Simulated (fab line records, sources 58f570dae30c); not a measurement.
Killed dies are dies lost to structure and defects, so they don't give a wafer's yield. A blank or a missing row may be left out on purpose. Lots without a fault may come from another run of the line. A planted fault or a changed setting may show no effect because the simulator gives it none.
Which tool did it? | flow berkeley_cmos170 | 14 lots, 42 wafers sampled, at 5 steps of a route of 331

WHAT THE GAUGES READ, wafer by wafer
UCB170_SCREENOX_THK_MEAS_02.
lot  | measured     | on            | SCREENOX_OXIDE_THK (nm)
L588 | day 6 11:38  | film_metro-04 | 14.77 14.76 15.00
L589 | day 6 20:49  | film_metro-03 | 14.58 14.46 14.36
L594 | day 7 12:47  | film_metro-03 | 14.58 14.70 14.37
L592 | day 7 12:47  | film_metro-04 | 14.26 14.44 14.48
L596 | day 8 01:07  | film_metro-04 | 14.27 14.17 14.21
L595 | day 8 01:08  | film_metro-02 | 14.22 14.09 14.41
L597 | day 8 12:19  | film_metro-03 | 14.41 14.40 14.63
L598 | day 8 12:17  | film_metro-04 | 14.42 14.31 14.62
L603 | day 10 01:34 | film_metro-04 | 13.94 14.27 14.04
L604 | day 10 01:35 | film_metro-03 | 14.31 14.06 14.37
L605 | day 10 01:34 | film_metro-02 | 14.21 14.37 14.42
L606 | day 10 10:36 | film_metro-03 | 14.56 14.45 14.75
L607 | day 10 21:56 | film_metro-04 | 14.29 14.14 14.22
L611 | day 11 14:25 | film_metro-02 | 14.56 14.61 14.58

UCB170_NLDD_OVL_MEAS_07.
lot  | measured     | on         | NLDD_OVL (nm)
L588 | day 7 18:56  | overlay-01 | 2 -5 -2
L589 | day 8 06:09  | overlay-02 | 0 -4 5
L594 | day 8 21:08  | overlay-01 | 4 -4 4
L592 | day 8 20:07  | overlay-01 | 10 2 5
L596 | day 9 04:23  | overlay-02 | 0 13 4
L595 | day 9 04:31  | overlay-01 | -2 4 -4
L597 | day 9 21:36  | overlay-01 | 5 6 4
L598 | day 9 21:21  | overlay-02 | -1 -1 -3
L603 | day 11 07:58 | overlay-01 | 3 10 0
L604 | day 11 07:30 | overlay-02 | -5 -5 4
L605 | day 11 06:35 | overlay-01 | -1 3 5
L606 | day 11 17:32 | overlay-02 | 13 10 4
L607 | day 12 00:45 | overlay-01 | 4 12 4
L611 | day 12 21:35 | overlay-02 | 10 6 12

UCB170_SDANNEAL_RS_MEAS_04: measures by four-point-probe.
lot  | measured     | on            | PLDD_RS (ohm/sq)
L588 | day 8 07:46  | film_metro-03 | 1029.3 1027.2 1029.0
L589 | day 8 17:06  | film_metro-02 | 1033.4 1034.1 1030.4
L594 | day 9 10:42  | film_metro-03 | 1031.3 1030.8 1027.7
L592 | day 9 11:23  | film_metro-04 | 1031.0 1030.6 1029.7
L596 | day 9 20:11  | film_metro-02 | 1037.1 1036.5 1036.9
L595 | day 9 20:40  | film_metro-03 | 1028.1 1029.6 1029.8
L597 | day 10 10:44 | film_metro-02 | 1035.7 1033.2 1035.8
L598 | day 10 09:55 | film_metro-02 | 1027.2 1029.3 1030.2
L603 | day 11 22:31 | film_metro-04 | 1050.9 1051.5 1047.3
L604 | day 11 22:21 | film_metro-03 | 1033.0 1035.6 1034.8
L605 | day 11 22:11 | film_metro-02 | 1056.4 1055.4 1056.2
L606 | day 12 03:05 | film_metro-04 | 1029.7 1033.3 1031.0
L607 | day 12 13:23 | film_metro-03 | 1031.1 1032.7 1029.4
L611 | day 13 10:42 | film_metro-03 | 1031.3 1032.9 1032.0

WHICH TOOL RAN EACH LOT (tool, then ch and the chambers of the sampled wafers, then the start)
lot  | UCB170_PFIELD_STRIP_08               | UCB170_PLDD_IMPLANT_08
L588 | plasma_asher-01 ch 0,1, day 4 23:11  | implanter-02 ch 0, day 7 17:08
L589 | plasma_asher-04 ch 0,1, day 5 07:51  | implanter-02 ch 0, day 8 03:53
L594 | plasma_asher-04 ch 0,1, day 5 20:40  | implanter-03 ch 0, day 8 19:07
L592 | plasma_asher-03 ch 0,1, day 5 20:56  | implanter-02 ch 0, day 8 18:30
L596 | plasma_asher-01 ch 0,1, day 6 20:14  | implanter-03 ch 0, day 9 02:37
L595 | plasma_asher-04 ch 0,1, day 6 20:31  | implanter-04 ch 0, day 9 02:48
L597 | plasma_asher-01 ch 0,1, day 7 06:05  | implanter-02 ch 0, day 9 19:59
L598 | plasma_asher-01 ch 0,1, day 7 06:17  | implanter-03 ch 0, day 9 19:46
L603 | plasma_asher-04 ch 0,1, day 8 15:41  | implanter-03 ch 0, day 11 06:14
L604 | plasma_asher-01 ch 0,1, day 8 15:42  | implanter-02 ch 0, day 11 05:55
L605 | plasma_asher-01 ch 0, day 8 16:12    | implanter-03 ch 0, day 11 04:56
L606 | plasma_asher-03 ch 0, day 9 02:30    | implanter-02 ch 0, day 11 15:44
L607 | plasma_asher-01 ch 1, day 9 17:50    | implanter-02 ch 0, day 11 22:48
L611 | plasma_asher-01 ch 0,1, day 10 09:26 | implanter-04 ch 0, day 12 19:18
- UCB170_PFIELD_STRIP_08: strips in O2.
- UCB170_PLDD_IMPLANT_08

WHAT THE TOOLS THEMSELVES READ (means of the sampled wafers that have a number; where no wafer has one, the mark that the record gives instead)
UCB170_PFIELD_STRIP_08.
lot  | tool            | drypump_motor_current_A (A) | oes_product_au (a.u.) | strip_time_to_endpoint_s (s)
L588 | plasma_asher-01 | 5.5                         | 0.732                 | 21.60
L589 | plasma_asher-04 | 5.5                         | 0.737                 | 21.67
L594 | plasma_asher-04 | 5.6                         | 0.735                 | 21.63
L592 | plasma_asher-03 | 5.6                         | 0.732                 | 21.66
L596 | plasma_asher-01 | 5.3                         | 0.731                 | 21.66
L595 | plasma_asher-04 | 5.5                         | 0.733                 | 21.61
L597 | plasma_asher-01 | 5.3                         | 0.739                 | 21.71
L598 | plasma_asher-01 | 5.3                         | 0.733                 | 21.66
L603 | plasma_asher-04 | 5.5                         | 0.735                 | 21.65
L604 | plasma_asher-01 | 5.3                         | 0.733                 | 21.64
L605 | plasma_asher-01 | 5.0                         | 0.736                 | 21.66
L606 | plasma_asher-03 | 5.7                         | 0.740                 | 21.60
L607 | plasma_asher-01 | 5.8                         | 0.740                 | 21.60
L611 | plasma_asher-01 | 5.3                         | 0.736                 | 21.61

UCB170_PLDD_IMPLANT_08.
lot  | tool         | dose_ions_cm2 | faraday_current_uA | rotation_deg (degrees)
L588 | implanter-02 | 5e+13         | 159                | 0.009
L589 | implanter-02 | 5e+13         | 159                | -0.014
L594 | implanter-03 | 5e+13         | 160                | 0.029
L592 | implanter-02 | 5e+13         | 156                | 0.000
L596 | implanter-03 | 5e+13         | 158                | -0.017
L595 | implanter-04 | 5e+13         | 161                | -0.013
L597 | implanter-02 | 5e+13         | 159                | -0.006
L598 | implanter-03 | 5e+13         | 158                | -0.006
L603 | implanter-03 | 5e+13         | 147                | -0.008
L604 | implanter-02 | 5e+13         | 158                | 0.005
L605 | implanter-03 | 5e+13         | 153                | -0.005
L606 | implanter-02 | 5e+13         | 155                | 0.014
L607 | implanter-02 | 5e+13         | 156                | 0.015
L611 | implanter-04 | 5e+13         | 160                | -0.006

THE ANSWER, worked out from the rows above alone
Rule: what is usual is taken from the lots themselves. Put in order of their means at a reading, lots are off if they are a third of the lots or fewer, leave a main group of 4 or more, and stand apart from it by a gap of 3 or more times the standard deviation of the main group's means; of several such gaps the widest counts. A main group whose means are all the same, to the digits that the tables above print for the reading, isn't used. A lot without any number at a reading at which 4 lots or more have one is off too. The other lots that the step has rows for count as sound. The gauges are gone through in route order, then the tools' own readings, and for those a lot's mean is taken as printed above. The first step at which some lot is off is used, and at that step the reading that is off furthest; a lot without a number counts as furthest.
Off: L603, L605, at UCB170_SDANNEAL_RS_MEAS_04 (PLDD_RS). The main group: mean 1031.7 ohm/sq, standard deviation 2.5.
A tool fits if, at a process step before that reading, it ran every lot that is off, and no sound lot after the first of them. The gauges at UCB170_SDANNEAL_RS_MEAS_04 are tried like those tools. One fits: implanter-03 at UCB170_PLDD_IMPLANT_08. Its last sound lot is L598 (day 9 19:46), its first lot that is off L605 (day 11 04:56): a fault that began between those two fits.

WHAT THE SIMULATOR HAD PUT IN
Process parameter drift: implanter-03, from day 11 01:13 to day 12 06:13, at UCB170_PLDD_IMPLANT_08. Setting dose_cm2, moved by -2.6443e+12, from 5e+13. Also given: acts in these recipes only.
Lots struck among those shown: L605, L603. The rule above found the same.
